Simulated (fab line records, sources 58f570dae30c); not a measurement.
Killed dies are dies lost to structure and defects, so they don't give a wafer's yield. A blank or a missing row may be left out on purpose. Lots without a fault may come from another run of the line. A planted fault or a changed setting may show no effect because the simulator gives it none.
One fault seen from 2 desks | flow berkeley_cmos170 | each desk has only its own numbers; what lay behind them comes last

THE METROLOGY DESK
What the gauges read, lot by lot, whatever tool the lot ran on: means of the sampled wafers that have a number. A lot is out of limits, marked OUT, if its mean lies more than 4 standard deviations from the usual mean; the brackets give that distance.
Columns: A = NLDD_TW at UCB170_NLDD_TW_MEAS_11, usual 2211; B = CONTACT_OVL at UCB170_CONTACT_OVL_MEAS_16, usual -1 nm
lot  | first seen here | A               | B
L396 | day 7 21:44     | 2184            | -9
L393 | day 7 22:01     | 2183            | 8
L394 | day 7 22:56     | 2248            | 2
L395 | day 7 23:10     | 2192            | -8
L398 | day 8 08:40     | 2226            | -10
L399 | day 8 08:56     | 2222            | 2
L397 | day 8 15:32     | 2183            | -7
L402 | day 9 03:55     | 2222            | -4
L403 | day 9 04:15     | 2089 (-5.8) OUT | 1
L408 | day 9 18:37     | 2086 (-6.0) OUT | -3
L409 | day 11 01:58    | 2215            | 2
L412 | day 11 02:08    | 2212            | -1
L415 | day 11 16:34    | 2243            | -8
L414 | day 11 17:11    | 2243            | 0
This desk's finding: out of limits on L403, L408; first on L403, day 9 04:15 (NLDD_TW at UCB170_NLDD_TW_MEAS_11). In limits: L396, L393, L394, L395, L398, L399, L397, L402, L409, L412, L415, L414.

THE TOOL OWNER'S DESK: implanter-04
The tool's own readings at UCB170_NLDD_IMPLANT_08: means of the sampled wafers that have a number, for each lot that ran on this tool. A lot is out of limits, marked OUT, if its mean lies more than 4 standard deviations from the usual mean; the brackets give that distance.
Columns: A = beam_energy_keV at UCB170_NLDD_IMPLANT_08, usual 29.998; B = dose_ions_cm2 at UCB170_NLDD_IMPLANT_08, usual 5.001e+13; C = end_station_pressure_torr at UCB170_NLDD_IMPLANT_08, usual 5.08e-06 Torr
lot  | first seen here | A                        | B         | C
L396 | day 7 21:20     | 30.000                   | 4.995e+13 | 5.11e-06
L399 | day 8 08:32     | 29.994                   | 5.002e+13 | 5.16e-06
L397 | day 8 15:08     | 29.992                   | 4.997e+13 | 5.19e-06
L403 | day 9 03:54     | 19.501 (-99 or more) OUT | 5.001e+13 | 4.96e-06
L408 | day 9 18:13     | 19.492 (-99 or more) OUT | 5.008e+13 | 4.87e-06
This desk's finding: out of limits on L403, L408; first on L403, day 9 03:54 (beam_energy_keV at UCB170_NLDD_IMPLANT_08). In limits: L396, L399, L397.

PUT TOGETHER
The tool owner's desk could have raised an alarm at day 9 03:54, on L403, L408.
The metrology desk could have raised an alarm at day 9 04:15, on L403, L408.
Of the lots named, all ran UCB170_NLDD_IMPLANT_08 on implanter-04.

WHAT THE SIMULATOR HAD PUT IN
Process parameter drift: implanter-04, from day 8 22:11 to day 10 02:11, at UCB170_NLDD_IMPLANT_08. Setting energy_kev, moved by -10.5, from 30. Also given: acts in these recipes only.
Lots struck among those shown: L403, L408.
Hours from the fault's start to each desk's first reading out of limits: the tool owner's desk, 6; the metrology desk, 6.
